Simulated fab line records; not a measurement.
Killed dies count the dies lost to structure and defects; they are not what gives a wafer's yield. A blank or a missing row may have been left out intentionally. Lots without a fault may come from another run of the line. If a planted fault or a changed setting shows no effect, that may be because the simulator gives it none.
Which tool is to blame? :: flow berkeleyCmos170 :: 7 lots, 21 wafers sampled, at 2 steps of a route of 331

WHAT EACH GAUGE READ, for each wafer
UCB170_PWELL_THK_MEAS_03.
lot: L911
measured: day 2 23:37
on: filmMetro-02
PWELL_OXIDE_THK (nm): 25.8 26.5 25.9

lot: L913
measured: day 3 11:03
on: filmMetro-02
PWELL_OXIDE_THK (nm): 26.9 26.6 27.1

lot: L915
measured: day 3 23:35
on: filmMetro-02
PWELL_OXIDE_THK (nm): 40.6 40.0 39.6

lot: L918
measured: day 4 20:36
on: filmMetro-04
PWELL_OXIDE_THK (nm): 40.2 39.8 40.7

lot: L927
measured: day 6 10:15
on: filmMetro-04
PWELL_OXIDE_THK (nm): 25.9 25.5 26.1

lot: L929
measured: day 6 17:25
on: filmMetro-03
PWELL_OXIDE_THK (nm): 27.0 27.4 27.3

lot: L930
measured: day 7 08:44
on: filmMetro-02
PWELL_OXIDE_THK (nm): 25.4 25.5 25.3

TOOL THAT RAN EACH LOT (tool first, then ch and the chambers of the sampled wafers, then the start)
lot: L911
UCB170_PWELL_OXIDATION_02: furnace-01 ch 0, day 2 22:16

lot: L913
UCB170_PWELL_OXIDATION_02: furnace-02 ch 0, day 3 09:38

lot: L915
UCB170_PWELL_OXIDATION_02: furnace-03 ch 0, day 3 19:20

lot: L918
UCB170_PWELL_OXIDATION_02: furnace-03 ch 0, day 4 16:39

lot: L927
UCB170_PWELL_OXIDATION_02: furnace-01 ch 0, day 6 08:52

lot: L929
UCB170_PWELL_OXIDATION_02: furnace-01 ch 0, day 6 16:04

lot: L930
UCB170_PWELL_OXIDATION_02: furnace-01 ch 0, day 7 07:23
- UCB170_PWELL_OXIDATION_02: target thk 26.4 nm, ox time 1260 s.

THE ANSWER, worked out from the rows above alone
Rule: the lots themselves supply what counts as usual. The widest of any qualifying gaps counts: lots, ordered by their means at a reading, are off when they make up no more than a third of the lots, leave a main group of 4 or more, and stand apart from it by 3 or more times the standard deviation of that group's means. The tables above print the reading to a certain number of digits; a main group whose means all agree to those digits is not used. A lot without any number at a reading at which 4 lots or more have one is off too. All remaining lots with rows at the step are treated as sound.
Off: L915, L918, at UCB170_PWELL_THK_MEAS_03 (PWELL_OXIDE_THK). For the main group the mean is 26.3 nm and the standard deviation 0.67.
A tool fits if, at a process step before that reading, it ran every lot that is off, and no sound lot after the first of them. Those tools and the gauges at UCB170_PWELL_THK_MEAS_03 are tried in the same way. One fits: UCB170_PWELL_OXIDATION_02 on furnace-03. It ran no sound lot before its first lot that is off in this sample, so the start can't be narrowed down.

WHAT THE SIMULATOR HAD PUT IN
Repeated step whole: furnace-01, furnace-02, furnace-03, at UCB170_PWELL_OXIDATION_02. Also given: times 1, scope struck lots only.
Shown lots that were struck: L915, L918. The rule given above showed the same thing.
